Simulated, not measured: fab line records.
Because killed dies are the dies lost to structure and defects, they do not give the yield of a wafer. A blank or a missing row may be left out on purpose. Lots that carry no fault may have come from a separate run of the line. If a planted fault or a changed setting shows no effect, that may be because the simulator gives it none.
fab line records	flow berkeley-cmos170	part 1 of 2: steps 1 to 25 of 35
record lots=5	wafers=15	last-day=12
route steps=331 shown PVT@117 GATE@125 FIELD@126 PLDD@145
lots that met no fault: from a run of the same line without faults
start-h: start of the lot's first displayed wafer, in hours after the record's first day	wait-h: time in hours since the lot's previous step	" unchanged from the row above	L1.1+2: a row that stands for several wafers	- no value present, or no start provided	* or withheld: withheld	< > ~ a bound
route shown NAME@n: NAME is a module with steps in the file, n the number in the route of the first one	usual: mean/standard deviation of fault-free wafers	same: alike in all rows	chamber/n: place in a boat	sites: each site's reading	_std_site: standard deviation across them	_edge_site: the outer-site mean with the inner-site mean subtracted	radius-mm: how far each site lies from the wafer's centre	mask NAME#n: copy n	behind: tool/chamber where the wafer was last shaped	hold: the reason the lot was held/the length of the hold in hours/how it ended	device: whichever transistor did not switch (one of n, p or np)	end of line: tests run on the same wafers once the route is complete	a step without rows: its recipe alone	killed: dies that structure and defects cost at the first sort, which is not the same as the wafer's yield	map: a wafer's dies, x killed, . not, _ none there
set.NAME: setting as actually run; set.NAME@STEP: the setting as run at that earlier step	model.NAME: the simulator's own value behind a step, which no gauge read
lots at some steps of the route; a table a step, a row a wafer
services: from which hour (start-h, from the record's first day; less than 0 if before it) a tool's chamber was out of use, for how many hours, and why
## steps
# step UCB170_PVT_SOFTBAKE_02
# recipe resist=KrF	temp-c=130	time-s=60
# usual resist-line-temp-C=23.00/0.097
# same time-s=60
lot.wafer	tool	chamber	start-h	wait-h	resist-line-temp-C
L085.1	litho-track-02	0	185.07	0.1	23.05
L085.2	"	0	"	"	22.99
L085.4	"	0	"	"	22.97
L084.2	litho-track-01	0	185.42	0.1	22.90
L084.4	"	0	"	"	22.82
L084.5	"	0	"	"	22.94
L091.1	litho-track-02	0	211.44	0.1	23.28
L091.5	"	0	"	"	23.17
L091.6	"	0	"	"	23.09
L089.2	litho-track-01	0	211.72	0.1	23.08
L089.3	"	0	"	"	22.95
L089.5	"	0	"	"	22.88
L095.3	litho-track-01	0	234.45	0.1	23.00
L095.4	"	0	"	"	22.92
L095.6	"	0	"	"	22.99
# step UCB170_PVT_EXPOSE_03
# recipe mask-id=NWELL	target-cd-nm=3000	na=0.5	sigma-outer=0.6	source-shape=conventional	dose-mj=30
# same na=0.5
lot.wafer	tool	chamber	start-h	wait-h	mask
L085.1+2+4	krf-scanner-01	0	185.34	0.2	NWELL#0
L084.2+4+5	krf-scanner-01	0	185.64	0.2	NWELL#0
L091.1+5+6	krf-scanner-02	0	211.99	0.5	NWELL#0
L089.2+3+5	krf-scanner-02	0	212.13	0.4	NWELL#0
L095.3+4+6	krf-scanner-02	0	234.76	0.3	NWELL#0
# step UCB170_PVT_PEB_04
# recipe peb-temp-c=130	peb-time-s=withheld	resist=KrF
# usual resist-line-temp-C=23.00/0.1
lot.wafer	tool	chamber	start-h	wait-h	resist-line-temp-C
L085.1	litho-track-03	0	185.78	0.4	22.83
L085.2	"	0	"	"	22.95
L085.4	"	0	"	"	22.93
L084.2	litho-track-02	0	185.97	0.3	23.08
L084.4	"	0	"	"	23.13
L084.5	"	0	"	"	22.88
L091.1	litho-track-01	0	212.67	0.7	22.83
L091.5	"	0	"	"	22.94
L091.6	"	0	"	"	23.07
L089.2	litho-track-03	0	212.74	0.6	23.11
L089.3	"	0	"	"	23.07
L089.5	"	0	"	"	23.01
L095.3	litho-track-02	0	235.70	0.9	23.03
L095.4	"	0	"	"	23.08
L095.6	"	0	"	"	23.09
# step UCB170_PVT_DEVELOP_05
# recipe developer=TMAH	develop-time-s=45	resist=KrF	dev-temp-c=21
# usual resist-line-temp-C=22.97/0.092
lot.wafer	tool	chamber	start-h	wait-h	resist-line-temp-C
L085.1	litho-track-03	0	-	-	23.01
L085.2	"	0	"	"	22.96
L085.4	"	0	"	"	23.07
L084.2	litho-track-02	0	-	-	23.02
L084.4	"	0	"	"	22.92
L084.5	"	0	"	"	23.13
L091.1	litho-track-01	0	-	-	22.99
L091.5	"	0	"	"	23.12
L091.6	"	0	"	"	23.02
L089.2	litho-track-03	0	-	-	23.06
L089.3	"	0	"	"	22.88
L089.5	"	0	"	"	23.24
L095.3	litho-track-02	0	-	-	23.10
L095.4	"	0	"	"	22.79
L095.6	"	0	"	"	23.03
# step UCB170_PVT_OVL_MEAS_06
# usual PVT_OVL=-2/4.2
lot.wafer	tool	chamber	start-h	wait-h	PVT_OVL[nm]
L085.1	overlay-01	-	186.05	-	7
L085.2	"	-	"	"	-2
L085.4	"	-	"	"	5
L084.2	overlay-01	-	186.22	-	3
L084.4	"	-	"	"	-1
L084.5	"	-	"	"	-6
L091.1	overlay-01	-	212.94	-	3
L091.5	"	-	"	"	-7
L091.6	"	-	"	"	-6
L089.2	overlay-02	-	212.99	-	0
L089.3	"	-	"	"	1
L089.5	"	-	"	"	1
L095.3	overlay-01	-	235.94	-	-1
L095.4	"	-	"	"	3
L095.6	"	-	"	"	0
# step UCB170_PVT_IMPLANT_07
# recipe species=P	dose-cm2=2e+12	energy-kev=30	tilt-deg=7
# usual dose-ions-cm2=2e+12/2.2e+09
# same implant-ion-amu=31
lot.wafer	tool	chamber	start-h	wait-h	dose-ions-cm2
L085.1	implanter-03	0	186.09	0.0	2.002e+12
L085.2	"	0	"	"	2.0018e+12
L085.4	"	0	"	"	2.0046e+12
L084.2	implanter-03	0	186.28	0.0	1.998e+12
L084.4	"	0	"	"	2.0001e+12
L084.5	"	0	"	"	2.0011e+12
L091.1	implanter-03	0	212.98	0.0	2.001e+12
L091.5	"	0	"	"	2.001e+12
L091.6	"	0	"	"	1.9998e+12
L089.2	implanter-02	0	213.05	0.0	1.9979e+12
L089.3	"	0	"	"	1.9994e+12
L089.5	"	0	"	"	2.0013e+12
L095.3	implanter-02	0	236.02	0.1	1.9989e+12
L095.4	"	0	"	"	1.9981e+12
L095.6	"	0	"	"	1.9991e+12
# step UCB170_PVT_STRIP_08
# recipe chemistry=O2	power-w=400	pressure-mtorr=3500	platen-temp-c=withheld	o2-flow-sccm=400	overash-fraction=0.5
# usual drypump-motor-current-A=5.9/0.47	oes-product-au=0.734/0.0045	strip-time-to-endpoint-s=21.64/0.06
lot.wafer	tool	chamber	start-h	wait-h	drypump-motor-current-A	oes-product-au	rf-hours-counter-h	strip-time-to-endpoint-s
L085.1	plasma-asher-03	0	186.24	0.1	6.5	0.740	42	21.62
L085.2	"	1	"	"	5.7	0.730	42	21.54
L085.4	"	1	"	"	5.7	0.738	-	21.54
L084.2	plasma-asher-01	0	186.40	0.1	5.2	0.738	48	21.71
L084.4	"	1	"	"	5.7	0.731	-	21.68
L084.5	"	1	"	"	5.7	0.727	-	21.70
L091.1	plasma-asher-03	0	213.13	0.1	6.5	0.728	46	21.57
L091.5	"	1	"	"	5.7	0.725	-	21.59
L091.6	"	0	"	"	6.5	0.733	-	21.62
L089.2	plasma-asher-04	1	213.17	0.1	5.7	0.730	11	21.69
L089.3	"	0	"	"	6.5	0.738	-	21.65
L089.5	"	1	"	"	5.5	0.742	-	21.67
L095.3	plasma-asher-04	0	236.15	0.1	6.5	0.733	-	21.70
L095.4	"	1	"	"	5.6	0.738	-	21.70
L095.6	"	0	"	"	6.5	0.731	-	21.61
# step UCB170_PVT_TW_MEAS_09
# usual PVT_TW=506/3.9
lot.wafer	tool	chamber	start-h	wait-h	PVT_TW
L085.1	film-metro-02	-	186.34	0.1	510
L085.2	"	-	"	"	512
L085.4	"	-	"	"	512
L084.2	film-metro-03	-	186.51	0.1	503
L084.4	"	-	"	"	503
L084.5	"	-	"	"	501
L091.1	film-metro-04	-	213.23	0.1	507
L091.5	"	-	"	"	506
L091.6	"	-	"	"	506
L089.2	film-metro-03	-	213.28	0.1	499
L089.3	"	-	"	"	500
L089.5	"	-	"	"	501
L095.3	film-metro-04	-	236.24	0.1	508
L095.4	"	-	"	"	511
L095.6	"	-	"	"	507
# step UCB170_GATE_WET_ETCH_00
# recipe chemistry=dHF	dilution=25:1	target=SiO2	temp-c=25	time-s=200
# same time-s=200
lot.wafer	tool	chamber	start-h	wait-h
L084.2+4+5	wet-bench-03	2	188.27	1.8
L085.1+2+4	wet-bench-03	2	188.27	1.9
L091.1+5+6	wet-bench-02	0	213.29	0.1
L089.2+3+5	wet-bench-02	1	213.35	0.1
L095.3+4+6	wet-bench-03	0	236.28	0.0
# step UCB170_FIELD_THK_MEAS_91
# recipe reads=SiO2_of_FIELD_OXIDATION_01
# usual FIELD_OXIDE_LEFT_2_THK=352/11
lot.wafer	tool	chamber	start-h	wait-h	FIELD_OXIDE_LEFT_2_THK[nm]
L085.1	film-metro-03	-	188.34	0.0	356
L085.2	"	-	"	"	352
L085.4	"	-	"	"	353
L084.2	film-metro-04	-	188.40	0.1	337
L084.4	"	-	"	"	334
L084.5	"	-	"	"	351
L091.1	film-metro-04	-	213.35	0.0	336
L091.5	"	-	"	"	340
L091.6	"	-	"	"	336
L089.2	film-metro-03	-	213.43	0.0	329
L089.3	"	-	"	"	335
L089.5	"	-	"	"	331
L095.3	film-metro-04	-	236.36	0.0	337
L095.4	"	-	"	"	353
L095.6	"	-	"	"	352
# step UCB170_GATE_OXIDATION_01
# recipe temp-c=850	ambient=O2	target-thk-a=66	ox-time-s=1800
# usual ox-temp-c-max=854.9/1.2	spike-tc-source-C=873/3.8
lot.wafer	tool	chamber	start-h	wait-h	ox-temp-c-max	spike-tc-source-C
L084.2	furnace-04	0	190.87	2.5	855.4	875
L084.4	"	0	"	"	857.9	875
L084.5	"	0	"	"	855.6	875
L085.1	furnace-04	0	190.87	2.5	855.3	874
L085.2	"	0	"	"	855.2	875
L085.4	"	0	"	"	854.9	876
L089.2	furnace-04	0	215.65	2.2	855.5	873
L089.3	"	0	"	"	855.0	874
L089.5	"	0	"	"	855.0	873
L091.1	furnace-04	0	215.65	2.3	854.8	876
L091.5	"	0	"	"	854.5	875
L091.6	"	0	"	"	854.2	875
L095.3	furnace-04	0	239.43	3.1	854.5	876
L095.4	"	0	"	"	854.7	877
L095.6	"	0	"	"	856.2	875
# step UCB170_GATE_THK_MEAS_02
# recipe reads=SiO2_of_GATE_OXIDATION_01
# usual GATE_OXIDE_THK=6.58/0.13
lot.wafer	tool	chamber	start-h	wait-h	GATE_OXIDE_THK[nm]
L085.1	film-metro-01	-	192.37	0.0	6.51
L085.2	"	-	"	"	6.45
L085.4	"	-	"	"	6.51
L084.2	film-metro-01	-	192.44	0.1	6.60
L084.4	"	-	"	"	6.56
L084.5	"	-	"	"	6.60
L091.1	film-metro-01	-	217.15	0.0	6.34
L091.5	"	-	"	"	6.53
L091.6	"	-	"	"	6.31
L089.2	film-metro-03	-	217.22	0.1	6.44
L089.3	"	-	"	"	6.51
L089.5	"	-	"	"	6.40
L095.3	film-metro-03	-	240.95	0.0	6.58
L095.4	"	-	"	"	6.62
L095.6	"	-	"	"	6.52
# step UCB170_GATE_ANNEAL_03
# recipe temp-c=900	time-s=1800	ambient=N2
# usual spike-tc-source-C=924/3.7
# same time-s=1800
lot.wafer	tool	chamber	start-h	wait-h	spike-tc-source-C
L084.2	furnace-01	0	197.18	4.7	926
L084.4	"	0	"	"	925
L084.5	"	0	"	"	926
L085.1	furnace-01	0	197.18	4.8	926
L085.2	"	0	"	"	926
L085.4	"	0	"	"	926
L089.2	furnace-01	0	221.32	4.1	927
L089.3	"	0	"	"	925
L089.5	"	0	"	"	926
L091.1	furnace-01	0	221.32	4.2	926
L091.5	"	0	"	"	926
L091.6	"	0	"	"	927
L095.3	furnace-01	0	247.61	6.6	928
L095.4	"	0	"	"	928
L095.6	"	0	"	"	925
# step UCB170_GATE_CVD_04
# recipe material=poly-Si	temp-c=610	precursor=SiH4	time-s=1440	pressure-mtorr=375	target-thk-nm=214	sih4-flow-sccm=120
# usual spike-tc-source-C=629.6/2
# same time-s=1440
lot.wafer	tool	chamber	start-h	wait-h	spike-tc-source-C
L084.2	lpcvd-02	0	200.05	1.4	629.5
L084.4	"	0	"	"	631.5
L084.5	"	0	"	"	628.1
L085.1	lpcvd-02	0	200.05	1.4	630.1
L085.2	"	0	"	"	629.9
L085.4	"	0	"	"	632.8
L089.2	lpcvd-01	1	222.82	0.0	625.8
L089.3	"	1	"	"	625.4
L089.5	"	1	"	"	627.3
L091.1	lpcvd-01	1	222.82	0.0	626.6
L091.5	"	1	"	"	627.2
L091.6	"	1	"	"	626.7
L095.3	lpcvd-02	1	249.11	0.0	629.7
L095.4	"	1	"	"	631.3
L095.6	"	1	"	"	632.4
# step UCB170_GATE_THK_MEAS_05
# recipe reads=poly-Si_of_GATE_CVD_04
# usual GATE_POLY_THK=212.9/2.1
lot.wafer	tool	chamber	start-h	wait-h	GATE_POLY_THK[nm]
L085.1	film-metro-03	-	201.45	0.0	211.6
L085.2	"	-	"	"	211.6
L085.4	"	-	"	"	211.5
L084.2	film-metro-02	-	201.46	0.0	209.2
L084.4	"	-	"	"	209.0
L084.5	"	-	"	"	209.8
L089.2	film-metro-02	-	224.25	0.0	210.8
L089.3	"	-	"	"	212.4
L089.5	"	-	"	"	213.1
L091.1	film-metro-01	-	224.28	0.1	213.7
L091.5	"	-	"	"	214.7
L091.6	"	-	"	"	214.9
L095.3	film-metro-03	-	251.23	0.0	214.0
L095.4	"	-	"	"	214.1
L095.6	"	-	"	"	216.3
# step UCB170_GATE_COAT_06
# recipe resist=BARC	temp-c=withheld	time-s=withheld	spin-rpm=3000	resist-thk-nm=withheld
# usual dispense-pressure-kPa=48.1/2.9	resist-line-temp-C=*
lot.wafer	tool	chamber	start-h	wait-h	dispense-pressure-kPa	resist-line-temp-C
L084.2	litho-track-03	0	201.64	0.2	46.0	*
L084.4	"	0	"	"	46.0	*
L084.5	"	0	"	"	46.0	*
L085.1	litho-track-04	0	201.83	0.4	51.8	*
L085.2	"	0	"	"	51.8	*
L085.4	"	0	"	"	51.8	*
L089.2	litho-track-01	0	224.34	0.1	45.7	*
L089.3	"	0	"	"	45.7	*
L089.5	"	0	"	"	45.7	*
L091.1	litho-track-04	0	224.73	0.4	51.7	*
L091.5	"	0	"	"	51.7	*
L091.6	"	0	"	"	51.7	*
L095.3	litho-track-04	0	251.32	0.1	51.8	*
L095.4	"	0	"	"	51.8	*
L095.6	"	0	"	"	51.8	*
# step UCB170_GATE_COAT_07
# recipe resist=KrF	spin-rpm=1500	resist-thk-nm=900
# usual dispense-pressure-kPa=48.1/2.9	resist-line-temp-C=23.01/0.11
lot.wafer	tool	chamber	start-h	wait-h	dispense-pressure-kPa	resist-line-temp-C
L084.2	litho-track-03	0	-	-	46.0	22.88
L084.4	"	0	"	"	46.1	23.10
L084.5	"	0	"	"	46.0	22.89
L085.1	litho-track-04	0	-	-	51.8	23.15
L085.2	"	0	"	"	51.8	22.97
L085.4	"	0	"	"	51.8	23.08
L089.2	litho-track-01	0	-	-	45.8	23.11
L089.3	"	0	"	"	45.8	22.99
L089.5	"	0	"	"	45.8	23.03
L091.1	litho-track-04	0	-	-	51.8	22.96
L091.5	"	0	"	"	51.9	23.05
L091.6	"	0	"	"	51.8	23.02
L095.3	litho-track-04	0	-	-	51.8	22.96
L095.4	"	0	"	"	51.8	22.92
L095.6	"	0	"	"	51.8	22.82
# step UCB170_GATE_SOFTBAKE_08
# recipe resist=KrF	temp-c=130	time-s=60
# usual resist-line-temp-C=23.01/0.1
# same time-s=60
lot.wafer	tool	chamber	start-h	wait-h	resist-line-temp-C
L084.2	litho-track-03	0	-	-	22.96
L084.4	"	0	"	"	23.03
L084.5	"	0	"	"	23.07
L085.1	litho-track-04	0	-	-	23.05
L085.2	"	0	"	"	23.15
L085.4	"	0	"	"	23.15
L089.2	litho-track-01	0	-	-	23.03
L089.3	"	0	"	"	22.96
L089.5	"	0	"	"	23.12
L091.1	litho-track-04	0	-	-	23.11
L091.5	"	0	"	"	23.03
L091.6	"	0	"	"	23.02
L095.3	litho-track-04	0	-	-	22.74
L095.4	"	0	"	"	23.00
L095.6	"	0	"	"	23.08
# step UCB170_GATE_EXPOSE_09
# recipe mask-id=POLY	target-cd-nm=350	na=0.5	sigma-outer=0.6	source-shape=conventional	dose-mj=21
# same na=0.5
lot.wafer	tool	chamber	start-h	wait-h	mask
L084.2+4+5	krf-scanner-01	0	202.21	-	POLY#0
L085.1+2+4	krf-scanner-02	0	202.55	-	POLY#0
L089.2+3+5	krf-scanner-02	0	225.10	-	POLY#0
L091.1+5+6	krf-scanner-01	0	225.43	-	POLY#0
L095.3+4+6	krf-scanner-01	0	251.76	-	POLY#0
# step UCB170_GATE_PEB_10
# recipe peb-temp-c=130	peb-time-s=withheld	resist=KrF
# usual plate-sensor-t-centre-C=131.41/0.01	plate-sensor-t-edge-C=131.53/0.0095	resist-line-temp-C=23.00/0.12
lot.wafer	tool	chamber	start-h	wait-h	plate-sensor-t-centre-C	plate-sensor-t-edge-C	resist-line-temp-C
L084.2	litho-track-01	0	202.48	0.3	131.41	131.53	22.99
L084.4	"	0	"	"	131.41	131.54	23.00
L084.5	"	0	"	"	131.41	131.52	23.06
L085.1	litho-track-04	0	202.67	0.1	131.4	131.52	22.90
L085.2	"	0	"	"	131.42	131.53	22.80
L085.4	"	0	"	"	131.42	131.52	22.78
L089.2	litho-track-04	0	225.48	0.4	131.42	131.54	23.01
L089.3	"	0	"	"	131.41	131.52	23.08
L089.5	"	0	"	"	131.42	131.53	23.07
L091.1	litho-track-04	0	225.73	0.3	131.41	131.53	23.09
L091.5	"	0	"	"	131.42	131.53	22.98
L091.6	"	0	"	"	131.4	131.55	23.07
L095.3	litho-track-04	0	252.22	0.4	131.42	131.53	22.92
L095.4	"	0	"	"	131.41	131.53	23.03
L095.6	"	0	"	"	131.4	131.51	23.07
# step UCB170_GATE_DEVELOP_11
# recipe developer=TMAH	develop-time-s=45	resist=KrF	dev-temp-c=21
# usual resist-line-temp-C=23.00/0.11
lot.wafer	tool	chamber	start-h	wait-h	resist-line-temp-C
L084.2	litho-track-01	0	-	-	23.11
L084.4	"	0	"	"	23.23
L084.5	"	0	"	"	22.87
L085.1	litho-track-04	0	-	-	23.18
L085.2	"	0	"	"	23.13
L085.4	"	0	"	"	22.87
L089.2	litho-track-04	0	-	-	23.02
L089.3	"	0	"	"	22.93
L089.5	"	0	"	"	23.08
L091.1	litho-track-04	0	-	-	22.87
L091.5	"	0	"	"	22.89
L091.6	"	0	"	"	23.16
L095.3	litho-track-04	0	-	-	23.01
L095.4	"	0	"	"	22.94
L095.6	"	0	"	"	23.11
# step UCB170_GATE_CD_MEAS_12
# recipe target-cd-nm=350
# usual cd-nm=350.7/1.4
lot.wafer	tool	chamber	start-h	wait-h	cd-nm
L084.2	cd-sem-01	-	202.75	-	351.8
L084.4	"	-	"	"	353.0
L084.5	"	-	"	"	351.5
L085.1	cd-sem-02	-	202.95	-	350.5
L085.2	"	-	"	"	351.5
L085.4	"	-	"	"	350.4
L089.2	cd-sem-02	-	225.75	-	349.6
L089.3	"	-	"	"	350.4
L089.5	"	-	"	"	348.8
L091.1	cd-sem-01	-	226.00	-	350.3
L091.5	"	-	"	"	350.9
L091.6	"	-	"	"	351.0
L095.3	cd-sem-02	-	252.49	-	351.6
L095.4	"	-	"	"	351.4
L095.6	"	-	"	"	350.6
# step UCB170_GATE_OVL_MEAS_13
# usual GATE_OVL=-2/4.8
lot.wafer	tool	chamber	start-h	wait-h	GATE_OVL[nm]
L084.2	overlay-01	-	202.86	0.1	9
L084.4	"	-	"	"	3
L084.5	"	-	"	"	3
L085.1	overlay-01	-	203.07	0.1	-9
L085.2	"	-	"	"	0
L085.4	"	-	"	"	-2
L089.2	overlay-02	-	225.85	0.1	4
L089.3	"	-	"	"	-4
L089.5	"	-	"	"	4
L091.1	overlay-01	-	226.12	0.1	0
L091.5	"	-	"	"	-3
L091.6	"	-	"	"	-6
L095.3	overlay-02	-	252.58	0.1	1
L095.4	"	-	"	"	-4
L095.6	"	-	"	"	-8
# step UCB170_GATE_ETCH_14
# recipe chemistry=N2/H2	target-depth-a=withheld	overetch-a=withheld	target=BARC	time-s=withheld	source-w=500	bias-w=100	pressure-mtorr=30	n2-flow-sccm=100	h2-flow-sccm=200
# usual bias-w=100.0/0.32	drypump-motor-current-A=5.9/0.38	oes-product-au=1.001/0.019	throttle-valve-pct=13.28/0.21
lot.wafer	tool	chamber	start-h	wait-h	bias-w	drypump-motor-current-A	oes-product-au	throttle-valve-pct
L084.2	rie-diel-03	0	202.89	0.0	99.6	5.9	0.993	13.10
L084.4	"	1	"	"	100.0	5.8	1.022	13.04
L084.5	"	2	"	"	99.5	6.1	1.006	13.10
L085.1	rie-diel-04	2	203.10	0.0	100.0	6.3	1.022	13.14
L085.2	"	3	"	"	100.2	5.5	0.993	13.44
L085.4	"	1	"	"	99.8	5.5	1.007	13.70
L089.2	rie-diel-02	2	225.88	0.0	99.8	5.2	0.990	13.36
L089.3	"	0	"	"	99.9	6.3	0.989	13.24
L089.5	"	1	"	"	99.8	6.7	1.022	13.08
L091.1	rie-diel-04	2	226.16	0.0	100.1	6.3	1.032	13.13
L091.5	"	1	"	"	100.1	5.5	1.011	13.68
L091.6	"	0	"	"	100.1	6.0	0.965	13.46
L095.3	rie-diel-04	1	252.60	0.0	99.7	5.5	1.021	13.69
L095.4	"	2	"	"	99.6	6.3	1.023	13.12
L095.6	"	2	"	"	99.5	6.3	1.033	13.13
# step UCB170_GATE_ETCH_15
# recipe chemistry=HBr/Cl2	target=poly-Si	stop-on=SiO2	over-etch-frac=0.3	icp-w=300	bias-w=150	time-s=56.3	pressure-mtorr=15	HBr_flow_sccm=150	Cl2_flow_sccm=50	target-depth-a=2782
# usual bias-w=149.9/0.47	drypump-motor-current-A=5.8/0.55	he-backside-leak-sccm=2.6/0.36	oes-product-au=0.839/0.012	throttle-valve-pct=26.41/0.25
# same time-s=56.3
lot.wafer	tool	chamber	start-h	wait-h	bias-w	drypump-motor-current-A	he-backside-leak-sccm	oes-product-au	rf-hours-counter-h	throttle-valve-pct
L084.2	rie-si-01	3	202.93	-	149.3	5.7	2.8	0.820	17	26.52
L084.4	"	2	"	"	149.5	6.8	2.5	0.831	1	26.38
L084.5	"	0	"	"	150.7	5.8	2.2	0.843	-	26.45
L085.1	rie-si-01	1	203.14	-	149.7	6.4	2.8	0.823	44	26.52
L085.2	"	2	"	"	149.3	6.8	2.3	0.834	1	26.38
L085.4	"	0	"	"	149.3	5.8	2.4	0.853	1	26.44
L089.2	rie-si-01	2	225.92	-	151.2	6.7	2.5	0.830	1	26.38
L089.3	"	0	"	"	149.1	5.9	2.3	0.847	1	26.43
L089.5	"	0	"	"	149.1	5.9	2.4	0.862	-	26.44
L091.1	rie-si-02	2	226.20	-	149.5	5.4	3.2	0.827	90	26.82
L091.5	"	1	"	"	150.3	5.8	2.2	0.854	-	26.14
L091.6	"	0	"	"	149.5	5.0	2.6	0.850	-	26.58
L095.3	rie-si-02	3	252.65	-	149.6	5.4	2.2	0.856	1	25.93
L095.4	"	1	"	"	149.6	5.8	2.4	0.839	-	26.13
L095.6	"	3	"	"	150.2	5.4	2.3	0.855	-	25.94
